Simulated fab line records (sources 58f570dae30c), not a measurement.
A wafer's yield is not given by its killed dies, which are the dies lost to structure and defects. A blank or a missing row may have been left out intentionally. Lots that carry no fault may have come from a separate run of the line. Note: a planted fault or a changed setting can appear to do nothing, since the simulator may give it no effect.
Which of the tools did it? -- flow berkeley cmos170 -- 21 wafers sampled from 7 lots at 1 step of a route of 331

## WHAT THE GAUGES READ, wafer by wafer
UCB170_NSD_TW_MEAS_10.
lot,measured,on,NSD_TW
L809,day 7 20:22,film metro-01,4214 4194 4196
L812,day 8 09:16,film metro-02,4277 4256 4256
L815,day 8 19:36,film metro-02,4266 4264 4244
L816,day 9 18:59,film metro-03,4215 4190 4196
L824,day 11 03:47,film metro-01,4213 4202 4196
L831,day 12 14:19,film metro-03,4195 4202 4215
L832,day 12 23:04,film metro-02,4260 4245 4252

## EACH LOT AND THE TOOL THAT RAN IT (in order: tool; ch and the chambers of the sampled wafers; start)
Record: no process step prior to these readings.

## THE ANSWER, worked out from the rows above alone
Rule: the lots themselves supply what counts as usual. The widest of any qualifying gaps counts: lots, ordered by their means at a reading, are off when they make up no more than a third of the lots, leave a main group of 4 or more, and stand apart from it by 3 or more times the standard deviation of that group's means. A main group whose means are all the same, to the digits that the tables above print for the reading, isn't used. Also off: a lot with no number at a reading for which 4 or more lots have one. Any other lot the step has rows for is counted as sound.
Nothing can be told from this: no lot is off at any reading shown.

## WHAT THE SIMULATOR HAD INSERTED
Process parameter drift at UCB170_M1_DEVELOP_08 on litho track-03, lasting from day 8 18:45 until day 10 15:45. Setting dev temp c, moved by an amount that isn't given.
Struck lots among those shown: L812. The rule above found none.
